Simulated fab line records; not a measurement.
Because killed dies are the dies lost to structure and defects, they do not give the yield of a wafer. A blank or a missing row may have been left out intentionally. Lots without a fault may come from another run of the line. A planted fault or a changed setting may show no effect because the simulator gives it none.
Check of tool commonality	flow berkeley cmos170	Sampled: 13 lots, 39 wafers

== REASON FOR OPENING ==
Flagged at UCB170_PSD_CD_MEAS_06: reading cd nm, on 2 of 13 lots. Wafers without a fault read 1199.9 nm, standard deviation 1.3.
Rule: flag the lot when none of its wafers has a number, or when each of its wafers that has one lies beyond 4 standard deviations from that mean. The other lots count as sound.

lot	measured	on	cd nm (nm), wafer by wafer	flag
L131	day 7 14:23	cd sem-01	1199.9 1200.3 1198.9	
L130	day 7 14:38	cd sem-01	1199.7 1200.4 1199.4	
L132	day 7 20:12	cd sem-01	1199.4 1199.5 1200.1	
L136	day 8 18:09	cd sem-02	1181.9 1183.0 1181.6	FLAGGED
L137	day 8 18:25	cd sem-01	1201.1 1201.5 1201.7	
L142	day 9 18:08	cd sem-01	1184.9 1185.6 1185.7	FLAGGED
L143	day 9 18:22	cd sem-01	1197.6 1198.0 1198.4	
L146	day 10 20:58	cd sem-01	1201.3 1201.8 1202.5	
L147	day 10 21:08	cd sem-02	1200.8 1201.7 1199.2	
L149	day 10 21:39	cd sem-01	1198.2 1198.9 1199.5	
L150	day 11 19:31	cd sem-02	1200.6 1201.0 1200.3	
L151	day 11 19:40	cd sem-01	1199.0 1199.8 1198.3	
L152	day 11 19:47	cd sem-02	1199.8 1199.5 1200.1	
On average the flagged lots' numbers are 1183.8 nm, which is -16.1 nm against the usual, or -12 standard deviations.

== WHICH TOOL EACH LOT WENT THROUGH ==
The record keeps 1 process step preceding the reading, out of 331 steps on the route. Each cell gives the tool, then ch followed by the chambers the sampled wafers passed through, then the start.
lot	flag	UCB170_PSD_EXPOSE_03
L131		krf scanner-02 ch 0, day 7 13:55
L130		krf scanner-01 ch 0, day 7 14:08
L132		krf scanner-01 ch 0, day 7 19:49
L136	FLAGGED	krf scanner-02 ch 0, day 8 17:46
L137		krf scanner-01 ch 0, day 8 18:01
L142	FLAGGED	krf scanner-02 ch 0, day 9 17:45
L143		krf scanner-01 ch 0, day 9 17:58
L146		krf scanner-01 ch 0, day 10 20:35
L147		krf scanner-01 ch 0, day 10 20:40
L149		krf scanner-01 ch 0, day 10 21:16
L150		krf scanner-01 ch 0, day 11 19:07
L151		krf scanner-01 ch 0, day 11 19:17
L152		krf scanner-01 ch 0, day 11 19:21
What the steps here do:
- UCB170_PSD_EXPOSE_03: exposes mask PSELECT MOD, target cd 1200 nm.
- UCB170_PSD_CD_MEAS_06: target cd 1200 nm.

== FLAGGED OVER TOTAL, TOOL BY TOOL (the gauges that took the reading come last) ==
step	tool	lots run	flagged	share of the flagged lots	sound lots run after its first flagged lot
UCB170_PSD_EXPOSE_03	krf scanner-01	10	0	none	-
UCB170_PSD_EXPOSE_03	krf scanner-02	3	2	all	0
UCB170_PSD_CD_MEAS_06	cd sem-01	9	1	some	4 (L143,L146,L149,L151)
UCB170_PSD_CD_MEAS_06	cd sem-02	4	1	some	3 (L147,L150,L152)

== THE TABLE: WHAT IT ALLOWS ==
In the table, 1 row covers all flagged lots: krf scanner-02 at UCB170_PSD_EXPOSE_03.
- krf scanner-02 at UCB170_PSD_EXPOSE_03: 2 of its 3 lots flagged. A fault beginning between L131 (day 7 13:55), its last sound lot, and L136 (day 8 17:46), its first flagged one, fits the data. Its own readings lie more than 4 standard deviations out on every wafer of the flagged lots: exposure dose mJ cm2.
Just one tool remains: krf scanner-02 at UCB170_PSD_EXPOSE_03.

== WHAT THE SIMULATOR HAD PUT IN ==
Drift in process parameters on krf scanner-02 at UCB170_PSD_EXPOSE_03, starting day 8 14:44. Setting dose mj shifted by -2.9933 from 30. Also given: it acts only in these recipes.
Struck lots among those shown: L136, L142. The rule above reached the same finding.
